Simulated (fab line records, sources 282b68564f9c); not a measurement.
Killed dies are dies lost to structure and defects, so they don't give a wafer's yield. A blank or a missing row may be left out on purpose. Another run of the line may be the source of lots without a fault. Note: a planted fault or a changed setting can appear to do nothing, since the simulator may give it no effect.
Split-lot trial	flow ritCmos	on a route of 202 steps: 5 lots, 23 wafers read

== SPLIT DETAILS ==
At RIT_PWELL_SOFTBAKE_02 (time 60 s), the setting tempC was moved away from the recipe's 90 C on 12 of the 23 wafers read, by -4.1% to +3.8%. For the rest of the wafers, this setting stayed at what the recipe calls for.

== FROM THE SPLIT TO THE READING: what the file shows between them, 2 steps ==
- RIT_PWELL_EXPOSE_03: exposes mask M3, target cd 43700 nm
- RIT_PWELL_PEB_04

== THE READING ==
NOVOLAK_of_PWELL_COAT_01.thkNm (the simulator's own value, which no gauge read), in nm, at RIT_PWELL_DEVELOP_05 (develop time 68 s). No usual value for it is given in the file. The 11 wafers here that ran the recipe average 1282 nm, standard deviation 6.1 nm.

wafer	tool, chamber at the split	tempC as run, C	against the recipe	NOVOLAK_of_PWELL_COAT_01.thkNm, nm	against lot-mates on the recipe
L078.1	lithoTrack-04, 0	93.4	+3.8%	1268	-12
L078.3	lithoTrack-04, 0	93.4	+3.8%	1268	-12
L078.4	lithoTrack-04, 0	90	recipe	1278	-
L078.5	lithoTrack-04, 0	93.4	+3.8%	1267	-12
L078.6	lithoTrack-04, 0	90	recipe	1281	-
L080.2	lithoTrack-04, 0	88.99	-1.1%	1286	+6
L080.3	lithoTrack-04, 0	90	recipe	1282	-
L080.4	lithoTrack-04, 0	90	recipe	1279	-
L080.5	lithoTrack-04, 0	88.99	-1.1%	1284	+4
L080.6	lithoTrack-04, 0	88.99	-1.1%	1282	+2
L082.1	lithoTrack-03, 0	90	recipe	1273	-
L082.5	lithoTrack-03, 0	90	recipe	1276	-
L082.6	lithoTrack-03, 0	90	recipe	1280	-
L084.2	lithoTrack-01, 0	90	recipe	1285	-
L084.3	lithoTrack-01, 0	87.92	-2.3%	1292	+6
L084.4	lithoTrack-01, 0	87.92	-2.3%	1292	+6
L084.5	lithoTrack-01, 0	87.92	-2.3%	1293	+6
L084.6	lithoTrack-01, 0	90	recipe	1288	-
L085.1	lithoTrack-01, 0	90	recipe	1294	-
L085.2	lithoTrack-01, 0	86.33	-4.1%	1308	+16
L085.3	lithoTrack-01, 0	86.33	-4.1%	1311	+18
L085.5	lithoTrack-01, 0	86.33	-4.1%	1306	+14
L085.6	lithoTrack-01, 0	90	recipe	1291	-

THE FIT
A straight line over all 23 wafers: NOVOLAK_of_PWELL_COAT_01.thkNm changes by -4.9 nm for each +1% of tempC; r = -0.90; the points scatter about the line by 5.5 nm.
The same after taking each lot's own level away (the mean of its wafers on the recipe; 23 wafers): -3.37 nm for each +1%; r = -0.96; scatter 2.1 nm.
That fit puts the effect of the largest move of tempC on the reading at 14 nm.
From 1276.3 to 1292.5 nm: that is the span of the lots' own levels, equal to 2.6 times the standard deviation above.
So the slope is not independent of the lot-to-lot level: the two fits are not the same.
Check: +13.5 nm against its lot-mates is what the line predicts for one of the wafers moved furthest among these (-4.1%) when that wafer is left out of the fit. It came out at +15.5 nm against them.

== ADDITIONAL SPLITS CARRIED BY THESE WAFERS ==
Note: prior to the reading, these wafers also went through further splits. Each is held against what the fit with the lots' levels taken away leaves over:
other split on the same wafers	wafers away from the commonest value	r with NOVOLAK_of_PWELL_COAT_01.thkNm (lot level and that fit taken away)
RIT_ACTIVE_SOFTBAKE_07 tempC	5	+0.30
RIT_ACTIVE_DEVELOP_10 developTimeS	5	+0.00
RIT_FOX2_OXIDATION_00 oxTimeS	18	+0.10
RIT_NWELL_IMPLANT_08 doseCm2	9	-0.18

== FILE'S OWN FIT ==
NOVOLAK_of_PWELL_COAT_01.thkNm changes by -3.38 nm for each +1% of tempC, r = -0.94.
